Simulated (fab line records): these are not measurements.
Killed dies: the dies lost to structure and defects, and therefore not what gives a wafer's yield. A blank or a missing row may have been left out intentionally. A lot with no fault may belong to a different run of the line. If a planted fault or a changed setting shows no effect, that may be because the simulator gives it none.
Split-lot experiment || flow berkeley_cmos170 || route with 331 steps; 5 lots, 27 wafers read

THE SPLIT ITSELF
At UCB170_GATE_ETCH_15 (etches poly-Si in HBr/Cl2, stops on SiO2, time 56.3 s, target depth 278.2 nm), the setting target_depth_a was moved away from the recipe's 2782 angstrom on 9 of the 27 wafers read, by -26.5% to +37.6%. This setting was run at the recipe's value on the other wafers.

The reading is taken at the split's own step.

THE READING
oes_product_au, in a.u., at UCB170_GATE_ETCH_15 (etches poly-Si in HBr/Cl2, stops on SiO2, time 56.3 s, target depth 278.2 nm). A value of 0.825 a.u. with a standard deviation of 0.012 a.u. is what fault-free wafers of this fab line usually give.

{"wafer": "L074.2", "tool, chamber at the split": "rie_si-01, 0", "target_depth_a as run, angstrom": 2782, "against the recipe": "recipe", "oes_product_au, a.u.": 0.806, "against lot-mates on the recipe": "-"}
{"wafer": "L074.3", "tool, chamber at the split": "rie_si-01, 2", "target_depth_a as run, angstrom": 2782, "against the recipe": "recipe", "oes_product_au, a.u.": 0.819, "against lot-mates on the recipe": "-"}
{"wafer": "L074.4", "tool, chamber at the split": "rie_si-01, 3", "target_depth_a as run, angstrom": 2782, "against the recipe": "recipe", "oes_product_au, a.u.": 0.804, "against lot-mates on the recipe": "-"}
{"wafer": "L077.1", "tool, chamber at the split": "rie_si-02, 3", "target_depth_a as run, angstrom": 2782, "against the recipe": "recipe", "oes_product_au, a.u.": 0.806, "against lot-mates on the recipe": "-"}
{"wafer": "L077.2", "tool, chamber at the split": "rie_si-02, 1", "target_depth_a as run, angstrom": 2782, "against the recipe": "recipe", "oes_product_au, a.u.": 0.824, "against lot-mates on the recipe": "-"}
{"wafer": "L077.3", "tool, chamber at the split": "rie_si-02, 0", "target_depth_a as run, angstrom": 3483, "against the recipe": "+25.2%", "oes_product_au, a.u.": 0.732, "against lot-mates on the recipe": -0.087}
{"wafer": "L077.4", "tool, chamber at the split": "rie_si-02, 1", "target_depth_a as run, angstrom": 3483, "against the recipe": "+25.2%", "oes_product_au, a.u.": 0.713, "against lot-mates on the recipe": -0.106}
{"wafer": "L077.5", "tool, chamber at the split": "rie_si-02, 3", "target_depth_a as run, angstrom": 3483, "against the recipe": "+25.2%", "oes_product_au, a.u.": 0.693, "against lot-mates on the recipe": -0.126}
{"wafer": "L077.6", "tool, chamber at the split": "rie_si-02, 0", "target_depth_a as run, angstrom": 2782, "against the recipe": "recipe", "oes_product_au, a.u.": 0.826, "against lot-mates on the recipe": "-"}
{"wafer": "L080.1", "tool, chamber at the split": "rie_si-01, 3", "target_depth_a as run, angstrom": 2782, "against the recipe": "recipe", "oes_product_au, a.u.": 0.821, "against lot-mates on the recipe": "-"}
{"wafer": "L080.2", "tool, chamber at the split": "rie_si-01, 2", "target_depth_a as run, angstrom": 2782, "against the recipe": "recipe", "oes_product_au, a.u.": 0.823, "against lot-mates on the recipe": "-"}
{"wafer": "L080.3", "tool, chamber at the split": "rie_si-01, 1", "target_depth_a as run, angstrom": 2044, "against the recipe": "-26.5%", "oes_product_au, a.u.": 1.031, "against lot-mates on the recipe": "+0.200"}
{"wafer": "L080.4", "tool, chamber at the split": "rie_si-01, 0", "target_depth_a as run, angstrom": 2044, "against the recipe": "-26.5%", "oes_product_au, a.u.": 0.995, "against lot-mates on the recipe": "+0.164"}
{"wafer": "L080.5", "tool, chamber at the split": "rie_si-01, 2", "target_depth_a as run, angstrom": 2044, "against the recipe": "-26.5%", "oes_product_au, a.u.": 0.971, "against lot-mates on the recipe": "+0.140"}
{"wafer": "L080.6", "tool, chamber at the split": "rie_si-01, 1", "target_depth_a as run, angstrom": 2782, "against the recipe": "recipe", "oes_product_au, a.u.": 0.850, "against lot-mates on the recipe": "-"}
{"wafer": "L079.1", "tool, chamber at the split": "rie_si-02, 0", "target_depth_a as run, angstrom": 2782, "against the recipe": "recipe", "oes_product_au, a.u.": 0.836, "against lot-mates on the recipe": "-"}
{"wafer": "L079.2", "tool, chamber at the split": "rie_si-02, 3", "target_depth_a as run, angstrom": 2782, "against the recipe": "recipe", "oes_product_au, a.u.": 0.815, "against lot-mates on the recipe": "-"}
{"wafer": "L079.3", "tool, chamber at the split": "rie_si-02, 2", "target_depth_a as run, angstrom": 2782, "against the recipe": "recipe", "oes_product_au, a.u.": 0.813, "against lot-mates on the recipe": "-"}
{"wafer": "L079.4", "tool, chamber at the split": "rie_si-02, 1", "target_depth_a as run, angstrom": 2782, "against the recipe": "recipe", "oes_product_au, a.u.": 0.836, "against lot-mates on the recipe": "-"}
{"wafer": "L079.5", "tool, chamber at the split": "rie_si-02, 0", "target_depth_a as run, angstrom": 2782, "against the recipe": "recipe", "oes_product_au, a.u.": 0.830, "against lot-mates on the recipe": "-"}
{"wafer": "L079.6", "tool, chamber at the split": "rie_si-02, 1", "target_depth_a as run, angstrom": 2782, "against the recipe": "recipe", "oes_product_au, a.u.": 0.830, "against lot-mates on the recipe": "-"}
{"wafer": "L084.1", "tool, chamber at the split": "rie_si-01, 3", "target_depth_a as run, angstrom": 3829, "against the recipe": "+37.6%", "oes_product_au, a.u.": 0.673, "against lot-mates on the recipe": -0.162}
{"wafer": "L084.2", "tool, chamber at the split": "rie_si-01, 1", "target_depth_a as run, angstrom": 2782, "against the recipe": "recipe", "oes_product_au, a.u.": 0.846, "against lot-mates on the recipe": "-"}
{"wafer": "L084.3", "tool, chamber at the split": "rie_si-01, 2", "target_depth_a as run, angstrom": 3829, "against the recipe": "+37.6%", "oes_product_au, a.u.": 0.683, "against lot-mates on the recipe": -0.152}
{"wafer": "L084.4", "tool, chamber at the split": "rie_si-01, 0", "target_depth_a as run, angstrom": 3829, "against the recipe": "+37.6%", "oes_product_au, a.u.": 0.666, "against lot-mates on the recipe": -0.169}
{"wafer": "L084.5", "tool, chamber at the split": "rie_si-01, 3", "target_depth_a as run, angstrom": 2782, "against the recipe": "recipe", "oes_product_au, a.u.": 0.820, "against lot-mates on the recipe": "-"}
{"wafer": "L084.6", "tool, chamber at the split": "rie_si-01, 2", "target_depth_a as run, angstrom": 2782, "against the recipe": "recipe", "oes_product_au, a.u.": 0.839, "against lot-mates on the recipe": "-"}

FIT RESULTS
A straight line over all 27 wafers: oes_product_au changes by -0.00489 a.u. for each +1% of target_depth_a; r = -0.97; the points scatter about the line by 0.023 a.u.
The same after taking each lot's own level away (the mean of its wafers on the recipe; 27 wafers): -0.0049 a.u. for each +1%; r = -0.98; scatter 0.019 a.u.
The reading moves by 0.18 a.u. for the largest change in target_depth_a, on that fit.
The span of the lots' own levels, 0.8097 to 0.8350 a.u., comes to 2.1 times the standard deviation stated above.
Hence the lot-to-lot level has little effect on the slope; both slopes agree.
Check: for one of the wafers moved furthest among these (+37.6%), held out of the fit, the line's prediction against its lot-mates is -0.179 a.u. It came out at -0.162 a.u. against them.
Tool readings at the split's step, against how far the setting was moved: oes_product_au r = -0.97.

FURTHER SPLITS ON THESE WAFERS
Other splits were also applied to these wafers ahead of the reading. Each is held against what the fit with the lots' levels taken away leaves over:
{"other split on the same wafers": "UCB170_NWELL_CVD_04 time_s", "wafers away from the commonest value": 12, "r with oes_product_au (lot level and that fit taken away)": -0.01}
{"other split on the same wafers": "UCB170_ACTIVE_DEVELOP_12 develop_time_s", "wafers away from the commonest value": 6, "r with oes_product_au (lot level and that fit taken away)": "+0.06"}
{"other split on the same wafers": "UCB170_FIELD_WET_ETCH_05 time_s", "wafers away from the commonest value": 21, "r with oes_product_au (lot level and that fit taken away)": "+0.22"}

THE WHOLE CHAIN: every reading that the file lists as answering this split, in the file's order
{"step": "UCB170_GATE_ETCH_15", "what it does": "etches poly-Si in HBr/Cl2, stops on SiO2, time 56.3 s, target depth 278.2 nm", "reading": "oes_product_au", "change (the file's fit)": "-0.00478 a.u. for each +1% of the setting", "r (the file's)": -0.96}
{"step": "UCB170_GATE_ETCH_15", "what it does": "etches poly-Si in HBr/Cl2, stops on SiO2, time 56.3 s, target depth 278.2 nm", "reading": "KrF_of_GATE_COAT_07.thk_nm (the simulator's own value, which no gauge read)", "change (the file's fit)": "-1.08 nm for each +1% of the setting", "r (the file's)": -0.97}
{"step": "UCB170_GATE_ETCH_15", "what it does": "etches poly-Si in HBr/Cl2, stops on SiO2, time 56.3 s, target depth 278.2 nm", "reading": "SiO2_of_GATE_OXIDATION_01.thk_nm (the simulator's own value, which no gauge read)", "change (the file's fit)": "not straight: 6.676 at the lowest setting, 6.663 at the recipe, 4.792 at the highest", "r (the file's)": "not given"}

FILE'S OWN FIT
oes_product_au changes by -0.00478 a.u. for each +1% of target_depth_a, r = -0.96.
